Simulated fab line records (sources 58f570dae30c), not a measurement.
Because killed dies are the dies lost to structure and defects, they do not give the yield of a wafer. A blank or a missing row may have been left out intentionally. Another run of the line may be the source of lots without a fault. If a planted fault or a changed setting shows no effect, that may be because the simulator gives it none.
Which tool is to blame? -- flow berkeley-cmos170 -- 7 lots, 21 wafers sampled, at 2 steps of a route of 331

== WHAT THE GAUGES READ, wafer by wafer ==
UCB170_NSD_CD_MEAS_06: target cd 1200 nm.
lot,measured,on,cd-nm (nm)
L409,day 6 18:38,cd-sem-02,1199.3 1199.8 1198.7
L411,day 7 03:05,cd-sem-02,1200.9 1199.8 1200.6
L420,day 8 09:41,cd-sem-01,1202.1 1202.1 1201.8
L417,day 8 10:09,cd-sem-01,1199.8 1199.8 1200.2
L423,day 9 07:21,cd-sem-02,1201.7 1200.8 1200.5
L426,day 10 10:25,cd-sem-01,1198.7 1199.5 1200.1
L428,day 11 09:29,cd-sem-02,1199.5 1199.9 1198.7

== EACH LOT AND THE TOOL THAT RAN IT (in order: tool; ch and the chambers of the sampled wafers; start) ==
lot,UCB170_PSD_STRIP_09
L409,"plasma-asher-01 ch 0,1, day 6 17:05"
L411,"plasma-asher-03 ch 0,1, day 7 00:51"
L420,"plasma-asher-01 ch 0,1, day 8 07:58"
L417,"plasma-asher-01 ch 0,1, day 8 08:18"
L423,"plasma-asher-01 ch 0,1, day 9 06:09"
L426,"plasma-asher-04 ch 0,1, day 10 09:03"
L428,"plasma-asher-04 ch 0,1, day 11 07:22"
- UCB170_PSD_STRIP_09: strips in O2.

== THE ANSWER, worked out from the rows above alone ==
Rule: usual is defined by the lots themselves. Put in order of their means at a reading, lots are off if they are a third of the lots or fewer, leave a main group of 4 or more, and stand apart from it by a gap of 3 or more times the standard deviation of the main group's means; of several such gaps the widest counts. A main group is skipped when, at the precision printed for the reading in the tables above, its means are all equal. A lot without any number at a reading at which 4 lots or more have one is off too. Where the step has rows for the other lots, those lots are counted as sound.
No lot is off on any of the readings shown, so nothing can be concluded from this.

== WHAT THE SIMULATOR PUT IN ==
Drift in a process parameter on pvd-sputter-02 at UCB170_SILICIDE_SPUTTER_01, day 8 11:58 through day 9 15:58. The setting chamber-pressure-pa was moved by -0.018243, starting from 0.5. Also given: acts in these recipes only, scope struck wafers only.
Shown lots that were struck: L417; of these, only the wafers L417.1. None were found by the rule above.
